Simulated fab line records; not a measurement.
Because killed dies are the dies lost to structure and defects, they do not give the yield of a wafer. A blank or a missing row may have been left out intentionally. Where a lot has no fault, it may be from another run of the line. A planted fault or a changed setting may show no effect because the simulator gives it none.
A lot that was struck, set against a sound lot    flow rit-cmos    15 out of 202 route steps
Sound: wafers L214.1, L214.3, L214.4. The struck wafers were L231.1, L231.5, L231.6. The cause comes at the end.
Each step with rows lists, per side, the tool, then ch with its chambers, then its first start. Under that, the readings that differ: sound wafers    struck wafers    difference of the means    sigmas: that difference in standard deviations of wafers without a fault.
alike: words and numbers the same on both sides, and readings whose means are apart by under 2 such deviations; not compared: readings that were withheld, readings missing a value for some wafer, numbers with overlapping values and no deviation given by the record, and bounds like >300 which may hide the same value.
A row with sigmas, a row that says differs or no value, or rows on one side alone: a step with any of these is where the two part. When numbers do not overlap yet have no deviation, they are printed without sigmas and do not part them. Lack of a reading on every wafer of one side parts them only where that side has two or more wafers.

RIT_M1_SPUTTER_00: material Al, target thk 400 nm, time 488.3 s.
  sound on pvd-sputter-02 at day 3 10:59; struck on pvd-sputter-04 at day 6 20:50
  alike: throttle-valve-pct
RIT_M1_RS_MEAS_01: the measuring method here is four-point-probe.
  sound on film-metro-03 at day 3 11:16; struck on film-metro-03 at day 6 21:08
reading            sound                 struck                difference  sigmas
M1_AL_RS (ohm/sq)  0.0741 0.0736 0.0720  0.0762 0.0761 0.0762  +0.0029     +3
RIT_M1_THK_MEAS_02: measures by xrf.
  sound on film-metro-03 at day 3 11:23; struck on film-metro-03 at day 6 21:15
reading         sound        struck       difference  sigmas
M1_AL_THK (nm)  389 389 400  379 380 378  -14         -3
then, 6 steps without rows for these wafers: RIT_M1_HMDS_03 (prime time 60 s); RIT_M1_COAT_04 (resist thk 1300 nm); RIT_M1_SOFTBAKE_05 (time 60 s); RIT_M1_EXPOSE_06 (exposes mask M12, target cd 2600 nm); RIT_M1_PEB_07; RIT_M1_DEVELOP_08 (develop time 70.99 s).
RIT_M1_CD_MEAS_09: the cd target is 2600 nm.
  sound on cd-sem-01 at day 3 12:28; struck on cd-sem-02 at day 6 22:23
  alike: cd-nm
RIT_M1_OVL_MEAS_10:
  sound on overlay-02 at day 3 12:35; struck on overlay-01 at day 6 22:30
  alike: M1_OVL
then, 1 step without rows for these wafers: RIT_M1_HARDBAKE_11 (time 120 s).
RIT_M1_METAL_ETCH_12: etches Al in Cl2/BCl3, stops on SiO2, time 165 s, target depth 600 nm.
  sound on rie-metal-04 ch 0,1, day 3 12:52; struck on rie-metal-01 ch 0,1, day 6 22:47
reading                         sound                 struck                difference  sigmas
chamber-pressure-mTorr (mTorr)  100.19 100.08 100.03  120.11 120.00 120.02  +19.94      +99 or more
  alike: drypump-motor-current-A, oes-product-au, throttle-valve-pct
  not compared: rf-hours-counter-h
then, 1 step without rows for these wafers: RIT_M1_STRIP_13 (strips in nmp, time 600 s).
RIT_M1_PROBE_99:
  sound on prober-02 at day 3 15:20; struck on prober-01 at day 7 01:04
  alike: defect-limited-yield, killed-at-front-end, killed-dies, killed-open, killed-short, sort_bin_3_pad_short, sort_bin_5_function, sort_bin_6_memory, sort-n-pass, sort-yield-pct

== WHERE THEY PART ==
First at RIT_M1_RS_MEAS_01; last, within this record, at RIT_M1_METAL_ETCH_12. Later steps at which nothing parts them and some readings are alike: RIT_M1_PROBE_99.

WHY: whatever the simulator had introduced
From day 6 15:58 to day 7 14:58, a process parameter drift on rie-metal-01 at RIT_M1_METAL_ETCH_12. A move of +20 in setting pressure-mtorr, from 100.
